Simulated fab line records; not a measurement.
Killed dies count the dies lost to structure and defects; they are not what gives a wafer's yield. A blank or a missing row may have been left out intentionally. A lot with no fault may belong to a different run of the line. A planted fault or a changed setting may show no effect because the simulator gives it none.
Which tool is to blame? / flow berkeley cmos170 / 42 wafers from 14 lots sampled at 3 of the route's 331 steps

WHAT THE GAUGES SHOWED, per wafer
UCB170_V2_CD_MEAS_90: the cd target is 700 nm.
lot=L416; measured=day 8 21:14; on=cd sem-02; cd nm (nm)=701.1 702.2 698.5
lot=L420; measured=day 9 09:12; on=cd sem-02; cd nm (nm)=699.3 699.7 699.4
lot=L418; measured=day 9 09:56; on=cd sem-02; cd nm (nm)=700.0 699.6 698.5
lot=L421; measured=day 10 05:32; on=cd sem-01; cd nm (nm)=696.9 698.0 698.1
lot=L422; measured=day 10 05:49; on=cd sem-01; cd nm (nm)=699.5 699.4 698.9
lot=L423; measured=day 10 15:41; on=cd sem-02; cd nm (nm)=701.1 700.4 699.4
lot=L424; measured=day 10 15:55; on=cd sem-01; cd nm (nm)=699.7 700.1 700.5
lot=L425; measured=day 10 16:01; on=cd sem-02; cd nm (nm)=700.0 698.9 700.0
lot=L429; measured=day 11 22:54; on=cd sem-01; cd nm (nm)=703.7 704.7 702.8
lot=L428; measured=day 11 23:14; on=cd sem-02; cd nm (nm)=700.5 701.5 700.5
lot=L437; measured=day 12 19:06; on=cd sem-02; cd nm (nm)=701.0 701.7 703.2
lot=L434; measured=day 12 20:17; on=cd sem-02; cd nm (nm)=704.6 708.1 705.2 704.4 708.1 705.2
lot=L436; measured=day 13 00:27; on=cd sem-02; cd nm (nm)=700.7 701.2 701.1
lot=L438; measured=day 13 17:35; on=cd sem-02; cd nm (nm)=700.1 698.7 699.7

EACH LOT AND THE TOOL THAT RAN IT (in order: tool; ch and the chambers of the sampled wafers; start)
lot=L416; UCB170_V2_ETCH_14=rie diel-02 ch 1,2,3, day 8 20:58; UCB170_V2_STRIP_15=plasma asher-03 ch 0,1, day 8 21:08
lot=L420; UCB170_V2_ETCH_14=rie diel-02 ch 0,3, day 9 08:55; UCB170_V2_STRIP_15=plasma asher-04 ch 1, day 9 09:06
lot=L418; UCB170_V2_ETCH_14=rie diel-04 ch 0,1,3, day 9 09:39; UCB170_V2_STRIP_15=plasma asher-04 ch 0,1, day 9 09:50
lot=L421; UCB170_V2_ETCH_14=rie diel-02 ch 2,3, day 10 05:13; UCB170_V2_STRIP_15=plasma asher-04 ch 0,1, day 10 05:23
lot=L422; UCB170_V2_ETCH_14=rie diel-04 ch 0,1,3, day 10 05:29; UCB170_V2_STRIP_15=plasma asher-01 ch 0,1, day 10 05:40
lot=L423; UCB170_V2_ETCH_14=rie diel-03 ch 0,1,3, day 10 15:23; UCB170_V2_STRIP_15=plasma asher-04 ch 0,1, day 10 15:34
lot=L424; UCB170_V2_ETCH_14=rie diel-04 ch 2,3, day 10 15:38; UCB170_V2_STRIP_15=plasma asher-01 ch 0,1, day 10 15:49
lot=L425; UCB170_V2_ETCH_14=rie diel-02 ch 2,3, day 10 15:41; UCB170_V2_STRIP_15=plasma asher-04 ch 0,1, day 10 15:55
lot=L429; UCB170_V2_ETCH_14=rie diel-02 ch 0,1, day 11 22:37; UCB170_V2_STRIP_15=plasma asher-03 ch 0,1, day 11 22:48
lot=L428; UCB170_V2_ETCH_14=rie diel-04 ch 1,3, day 11 22:53; UCB170_V2_STRIP_15=plasma asher-04 ch 0,1, day 11 23:04
lot=L437; UCB170_V2_ETCH_14=rie diel-04 ch 0,1,2, day 12 18:49; UCB170_V2_STRIP_15=plasma asher-03 ch 0,1, day 12 19:00
lot=L434; UCB170_V2_ETCH_14=rie diel-02 ch 0,3, day 12 19:58; UCB170_V2_STRIP_15=plasma asher-04 ch 0,1, day 12 20:11
lot=L436; UCB170_V2_ETCH_14=rie diel-03 ch 0,2, day 13 00:04; UCB170_V2_STRIP_15=plasma asher-03 ch 0,1, day 13 00:16
lot=L438; UCB170_V2_ETCH_14=rie diel-04 ch 0,1,2, day 13 17:16; UCB170_V2_STRIP_15=plasma asher-04 ch 0,1, day 13 17:28
- UCB170_V2_ETCH_14: etches SiO2 in CHF3/CF4/Ar, stops on Al, target depth 1250 nm, time 291 s.
- UCB170_V2_STRIP_15: strips in O2.

AS READ BY THE TOOLS THEMSELVES (means over the sampled wafers that have a number; for cases with no such wafer, the mark the record gives instead)
UCB170_V2_ETCH_14.
lot=L416; tool=rie diel-02; drypump motor current A (A)=5.84; oes product au (a.u.)=0.878; throttle valve pct (%)=6.89
lot=L420; tool=rie diel-02; drypump motor current A (A)=5.81; oes product au (a.u.)=0.877; throttle valve pct (%)=6.93
lot=L418; tool=rie diel-04; drypump motor current A (A)=5.45; oes product au (a.u.)=0.875; throttle valve pct (%)=6.87
lot=L421; tool=rie diel-02; drypump motor current A (A)=5.82; oes product au (a.u.)=0.887; throttle valve pct (%)=6.92
lot=L422; tool=rie diel-04; drypump motor current A (A)=5.46; oes product au (a.u.)=0.879; throttle valve pct (%)=6.88
lot=L423; tool=rie diel-03; drypump motor current A (A)=5.44; oes product au (a.u.)=0.893; throttle valve pct (%)=6.92
lot=L424; tool=rie diel-04; drypump motor current A (A)=5.17; oes product au (a.u.)=0.880; throttle valve pct (%)=6.94
lot=L425; tool=rie diel-02; drypump motor current A (A)=5.73; oes product au (a.u.)=0.893; throttle valve pct (%)=6.89
lot=L429; tool=rie diel-02; drypump motor current A (A)=5.72; oes product au (a.u.)=0.884; throttle valve pct (%)=6.92
lot=L428; tool=rie diel-04; drypump motor current A (A)=5.56; oes product au (a.u.)=0.870; throttle valve pct (%)=6.86
lot=L437; tool=rie diel-04; drypump motor current A (A)=5.43; oes product au (a.u.)=0.875; throttle valve pct (%)=6.90
lot=L434; tool=rie diel-02; drypump motor current A (A)=5.82; oes product au (a.u.)=0.880; throttle valve pct (%)=6.94
lot=L436; tool=rie diel-03; drypump motor current A (A)=5.72; oes product au (a.u.)=0.892; throttle valve pct (%)=6.99
lot=L438; tool=rie diel-04; drypump motor current A (A)=5.45; oes product au (a.u.)=0.875; throttle valve pct (%)=6.90

UCB170_V2_STRIP_15.
lot=L416; tool=plasma asher-03; drypump motor current A (A)=5.5; oes product au (a.u.)=0.722; strip time to endpoint s (s)=15.44
lot=L420; tool=plasma asher-04; drypump motor current A (A)=4.8; oes product au (a.u.)=0.716; strip time to endpoint s (s)=15.39
lot=L418; tool=plasma asher-04; drypump motor current A (A)=5.9; oes product au (a.u.)=0.723; strip time to endpoint s (s)=15.49
lot=L421; tool=plasma asher-04; drypump motor current A (A)=5.3; oes product au (a.u.)=0.726; strip time to endpoint s (s)=15.37
lot=L422; tool=plasma asher-01; drypump motor current A (A)=6.1; oes product au (a.u.)=0.721; strip time to endpoint s (s)=15.47
lot=L423; tool=plasma asher-04; drypump motor current A (A)=5.3; oes product au (a.u.)=0.719; strip time to endpoint s (s)=15.28
lot=L424; tool=plasma asher-01; drypump motor current A (A)=6.2; oes product au (a.u.)=0.722; strip time to endpoint s (s)=15.36
lot=L425; tool=plasma asher-04; drypump motor current A (A)=5.8; oes product au (a.u.)=0.721; strip time to endpoint s (s)=15.40
lot=L429; tool=plasma asher-03; drypump motor current A (A)=5.7; oes product au (a.u.)=0.717; strip time to endpoint s (s)=11.58
lot=L428; tool=plasma asher-04; drypump motor current A (A)=5.3; oes product au (a.u.)=0.718; strip time to endpoint s (s)=15.56
lot=L437; tool=plasma asher-03; drypump motor current A (A)=5.4; oes product au (a.u.)=0.722; strip time to endpoint s (s)=15.55
lot=L434; tool=plasma asher-04; drypump motor current A (A)=5.8; oes product au (a.u.)=0.709; strip time to endpoint s (s)=11.49
lot=L436; tool=plasma asher-03; drypump motor current A (A)=5.6; oes product au (a.u.)=0.722; strip time to endpoint s (s)=15.55
lot=L438; tool=plasma asher-04; drypump motor current A (A)=5.8; oes product au (a.u.)=0.723; strip time to endpoint s (s)=15.51

THE ANSWER, worked out from the rows above alone
Rule: what is usual is taken from the lots themselves. Put in order of their means at a reading, lots are off if they are a third of the lots or fewer, leave a main group of 4 or more, and stand apart from it by a gap of 3 or more times the standard deviation of the main group's means; of several such gaps the widest counts. If all means in a main group match to the digits the tables above print for the reading, that group is not used. Also off: a lot with no number at a reading for which 4 or more lots have one. The other lots that the step has rows for count as sound. Order of review: gauges by route order, followed by the tools' own readings, for which a lot's mean as printed above is used. The first step at which some lot is off is used, and at that step the reading that is off furthest; a lot without a number counts as furthest.
Off: L429, L434, at UCB170_V2_STRIP_15 (strip time to endpoint s). The main group: mean 15.45 s, standard deviation 0.085.
If a tool, at that step or one of the process steps before it, ran each lot that is off and ran no sound lot following the first of them, it fits. One fits: rie diel-02 at UCB170_V2_ETCH_14. A fault onset in the window from L425 (day 10 15:41, its last sound lot) to L429 (day 11 22:37, its first lot off) fits.

WHAT WAS PUT IN BY THE SIMULATOR
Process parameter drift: rie diel-02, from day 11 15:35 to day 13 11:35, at UCB170_V2_ETCH_14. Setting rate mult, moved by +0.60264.
Struck lots among those shown: L429, L434. The rule given above showed the same thing.
